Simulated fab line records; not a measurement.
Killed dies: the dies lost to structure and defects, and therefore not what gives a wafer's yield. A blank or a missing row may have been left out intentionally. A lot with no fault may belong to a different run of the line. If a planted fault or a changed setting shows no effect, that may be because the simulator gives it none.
Struck lot and sound lot, side by side ; flow rit-cmos ; 19 steps out of a route of 202
Sound: the wafers L973.2, L973.3, L973.5. Wafers struck: L979.1, L979.4, L979.6. At the end, the cause is stated.
Each step with rows lists, per side, the tool, then ch with its chambers, then its first start. Under that, the readings that differ: sound wafers ; struck wafers ; difference of the means ; sigmas: that difference in standard deviations of wafers without a fault.
alike: readings with means less than 2 such deviations apart, plus words and numbers identical on both sides. not compared: withheld readings, readings lacking a value on some wafer, bounds such as >300 that could conceal the same value, and numbers that have no deviation in the record and whose values overlap.
Wherever a step has rows on one side only, a row that says differs or no value, or a row with sigmas, the two part there. When numbers do not overlap yet have no deviation, they are printed without sigmas and do not part them. A reading missing from all wafers of one side parts the sides only when that side holds two or more wafers.

RIT_SILICIDE_RS_MEAS_02: uses a four-point probe to measure.
  struck on film-metro-01, day 5 20:11; sound on film-metro-01, day 4 12:18
  alike: SILICIDE_TI_RS
RIT_SILICIDE_THK_MEAS_03: measures by xrf.
  struck on film-metro-01, day 5 20:18; sound on film-metro-01, day 4 12:25
  alike: SILICIDE_TI_THK
RIT_SILICIDE_RTA_04: time 10 s, ramp up 5 s, ramp down 5 s.
  sound on rtp-anneal-01 ch 0, day 4 12:28; struck on rtp-anneal-01 ch 0, day 5 20:22
  alike: anneal-temp-c-max, wafer_temp_C_max
then, 1 step without rows for these wafers: RIT_SILICIDE_WET_ETCH_05 (etches Ti in SPM, time 120 s).
RIT_SILICIDE_RTA_06: time 10 s, ramp up 5 s, ramp down 10 s.
  sound on rtp-anneal-02 ch 0, day 4 12:35; struck on rtp-anneal-02 ch 0, day 5 20:28
  alike: anneal-temp-c-max, wafer_temp_C_max
RIT_CONTACT_CVD_00: deposits SiO2 from TEOS, target thk 400 nm, time 61 s.
  sound on pecvd-01 ch 1,2, day 4 12:38; struck on pecvd-01 ch 0,1,2, day 5 20:32
  alike: heater-power-w
RIT_CONTACT_THK_MEAS_01:
  struck on film-metro-02, day 5 20:35; sound on film-metro-04, day 4 12:42
  alike: CONTACT_TEOS_THK
then, 5 steps without rows for these wafers: RIT_CONTACT_HMDS_02 (prime time 60 s); RIT_CONTACT_COAT_03 (resist thk 1000 nm); RIT_CONTACT_SOFTBAKE_04 (time 60 s); RIT_CONTACT_EXPOSE_05 (exposes mask M11, target cd 1000 nm); RIT_CONTACT_PEB_06.
RIT_CONTACT_DEVELOP_07: develop time 120 s.
  sound on litho-track-01 ch 0, day 4 13:00; struck on litho-track-01 ch 0, day 5 21:00
RIT_CONTACT_CD_MEAS_08 targets a cd of 1000 nm.
  struck on cd-sem-02, day 5 21:54; sound on cd-sem-01, day 4 13:52
reading;sound;struck;difference;sigmas
cd-nm (nm);998.0 998.7 999.1;942.6 941.6 940.3;-57.1;-20
  not compared: hold
RIT_CONTACT_OVL_MEAS_09:
  struck on overlay-01, day 6 00:10; sound on overlay-02, day 4 13:58
reading;sound;struck;difference;sigmas
hold;- - -;await-dispo/2.1h/release await-dispo/2.1h/release await-dispo/2.1h/release;no value on the sound wafers;
  alike: CONTACT_OVL
then, 1 step without rows for these wafers: RIT_CONTACT_HARDBAKE_10 (time 60 s).
RIT_CONTACT_ETCH_11: etches SiO2 in CHF3/CF4/Ar, stops on TiSi2, target depth 480 nm, time 320 s.
  sound on rie-diel-02 ch 0,2, day 4 14:09; struck on rie-diel-01 ch 0,2,3, day 6 00:23
reading;sound;struck;difference;sigmas
model.CONTACT.cd-nm (nm);998 998.9 999;942.5 941.6 940.7;-57.0;
  alike: CHF3_flow_sccm, drypump-motor-current-A, oes-product-au, throttle-valve-pct
  not compared: rf-hours-counter-h
RIT_CONTACT_STRIP_12: strips in O2, time 180 s.
  sound on plasma-asher-01 ch 0, day 4 14:20; struck on plasma-asher-03 ch 0,1, day 6 00:35
  alike: drypump-motor-current-A
  not compared: rf-hours-counter-h
RIT_M1_PROBE_99:
  struck on prober-01, day 6 18:58; sound on prober-01, day 4 19:13
reading;sound;struck;difference;sigmas
killed-at-contacts;0 1 1;0 0 0;-1;-2
  alike: killed-at-front-end, killed-dies, killed-open, killed-short

== WHERE THEY PART ==
First at RIT_CONTACT_CD_MEAS_08; last, within this record, at RIT_M1_PROBE_99.

WHY: the cause the simulator had injected
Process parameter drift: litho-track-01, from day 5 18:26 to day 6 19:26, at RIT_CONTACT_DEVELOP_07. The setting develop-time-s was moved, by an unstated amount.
